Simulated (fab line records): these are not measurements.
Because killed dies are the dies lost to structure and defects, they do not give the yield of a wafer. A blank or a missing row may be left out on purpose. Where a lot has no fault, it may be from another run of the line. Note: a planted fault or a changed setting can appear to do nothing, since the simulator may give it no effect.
What tool caused it? ; flow rit_cmos ; 14 lots with 42 wafers sampled at 3 steps, on a route of 202 steps

WHAT THE GAUGES SHOWED, per wafer
RIT_NSD_TW_MEAS_10. Usual: NSD_TW gives 3103 (standard deviation 28).
lot;measured;on;NSD_TW;flag
L641;day 3 10:08;film_metro-02;3057 3074 3063;
L642;day 3 14:19;film_metro-01;3160 3130 3137;
L645;day 4 07:13;film_metro-04;3093 3109 3102;
L648;day 4 22:54;film_metro-02;2808 2805 2809 2807 2811 2815;OFF
L652;day 5 12:38;film_metro-01;2845 2844 2837 2850 2848 2838;OFF
L653;day 5 18:50;film_metro-04;3113 3091 3102;
L654;day 5 21:59;film_metro-01;3131 3125 3136;
L656;day 6 10:36;film_metro-01;3130 3127 3114;
L657;day 6 12:56;film_metro-04;3110 3113 3093;
L660;day 7 03:04;film_metro-02;3076 3054 3045;
L659;day 7 05:45;film_metro-04;3103 3111 3125;
L661;day 8 02:08;film_metro-02;3065 3054 3031;
L663;day 8 02:26;film_metro-01;3127 3113 3136;
L664;day 8 09:43;film_metro-04;3104 3118 3102;

RIT_SDANNEAL_RS_MEAS_05: uses a four-point probe to measure. Usual: NSD_RS gives 84.5 ohm/sq (standard deviation 0.3).
lot;measured;on;NSD_RS (ohm/sq);flag
L641;day 3 12:10;film_metro-02;84.6 84.4 84.8;
L642;day 3 16:28;film_metro-02;84.1 84.3 84.5;
L645;day 4 09:22;film_metro-04;84.8 84.5 84.6;
L648;day 5 03:56;film_metro-02;116.3 116.1 116.2 116.6 116.3 116.1;OFF
L652;day 5 18:32;film_metro-01;117.1 118.0 117.7 116.9 118.0 117.5;OFF
L653;day 5 21:00;film_metro-02;84.3 84.4 84.8;
L654;day 6 00:05;film_metro-04;84.5 84.2 83.9;
L656;day 6 12:38;film_metro-02;84.3 84.3 84.2;
L657;day 6 15:03;film_metro-04;85.1 84.8 85.0;
L660;day 7 05:13;film_metro-02;84.4 84.4 84.2;
L659;day 7 07:49;film_metro-02;85.2 84.9 84.5;
L661;day 8 04:15;film_metro-02;84.9 84.7 84.9;
L663;day 8 04:40;film_metro-04;84.6 84.9 84.6;
L664;day 8 11:57;film_metro-01;84.8 84.8 85.0;

TOOL THAT RAN EACH LOT (tool first, then ch and the chambers of the sampled wafers, then the start)
lot;RIT_NSD_IMPLANT_08
L641;implanter-03 ch 0, day 3 09:49
L642;implanter-02 ch 0, day 3 13:59
L645;implanter-04 ch 0, day 4 06:53
L648;implanter-04 ch 0, day 4 22:35
L652;implanter-04 ch 0, day 5 12:20
L653;implanter-02 ch 0, day 5 18:31
L654;implanter-02 ch 0, day 5 21:39
L656;implanter-02 ch 0, day 6 10:16
L657;implanter-02 ch 0, day 6 12:40
L660;implanter-03 ch 0, day 7 02:44
L659;implanter-03 ch 0, day 7 05:26
L661;implanter-03 ch 0, day 8 01:49
L663;implanter-02 ch 0, day 8 02:09
L664;implanter-03 ch 0, day 8 09:24
- RIT_NSD_IMPLANT_08

AS READ BY THE TOOLS THEMSELVES (means over the sampled wafers that have a number; for cases with no such wafer, the mark the record gives instead)
RIT_NSD_IMPLANT_08. Usual: dose_ions_cm2 1.0001e+15, standard deviation 1.2e+12; faraday_current_uA 3139, standard deviation 61.
lot;tool;dose_ions_cm2;faraday_current_uA;flag
L641;implanter-03;9.9977e+14;3187;
L642;implanter-02;1.0004e+15;3209;
L645;implanter-04;1.0002e+15;3110;
L648;implanter-04;6.7123e+14;2111;OFF
L652;implanter-04;6.7113e+14;2092;OFF
L653;implanter-02;1.0008e+15;3208;
L654;implanter-02;1.0009e+15;3184;
L656;implanter-02;9.9793e+14;3129;
L657;implanter-02;1.0009e+15;3150;
L660;implanter-03;1.0003e+15;3114;
L659;implanter-03;1.0005e+15;3084;
L661;implanter-03;9.9913e+14;3098;
L663;implanter-02;1.0011e+15;3072;
L664;implanter-03;9.9780e+14;3195;

THE ANSWER, worked out from the rows above alone
Rule: a lot counts as off when the mean over its wafers that have a number is more than 3 standard deviations away from the usual mean. A lot without any number at a reading at which 4 lots or more have one is off too. The other lots that the step has rows for count as sound. Order of review: gauges by route order, followed by the tools' own readings, for which a lot's mean as printed above is used. The first step at which some lot is off is used, and at that step the reading that is off furthest; a lot without a number counts as furthest.
Off: L648, L652, seen at RIT_NSD_TW_MEAS_10 (NSD_TW).
A tool fits if, at a process step before that reading, it ran every lot that is off, and no sound lot after the first of them. Not tried: the gauges at RIT_NSD_TW_MEAS_10; whatever is off there is also off at RIT_NSD_IMPLANT_08, on other tools, and gauge error can't account for it. One fits: implanter-04 at RIT_NSD_IMPLANT_08. A fault onset in the window from L645 (day 4 06:53, its last sound lot) to L648 (day 4 22:35, its first lot off) fits.
The tool's own readings at RIT_NSD_IMPLANT_08 bear it out: on the lots that are off they differ by more than 5 times the standard deviation of the sound lots' means. dose_ions_cm2 reads 6.7118e+14 there against 9.9998e+14 on the sound lots; faraday_current_uA reads 2102 there against 3145 on the sound lots.

WHAT THE SIMULATOR HAD PUT IN
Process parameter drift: implanter-04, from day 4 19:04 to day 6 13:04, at RIT_NSD_IMPLANT_08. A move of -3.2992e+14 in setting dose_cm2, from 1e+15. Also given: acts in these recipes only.
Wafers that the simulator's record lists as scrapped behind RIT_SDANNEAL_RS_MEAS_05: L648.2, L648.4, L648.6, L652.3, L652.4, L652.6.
Lots struck among those shown: L648, L652. The same result came from the rule above.
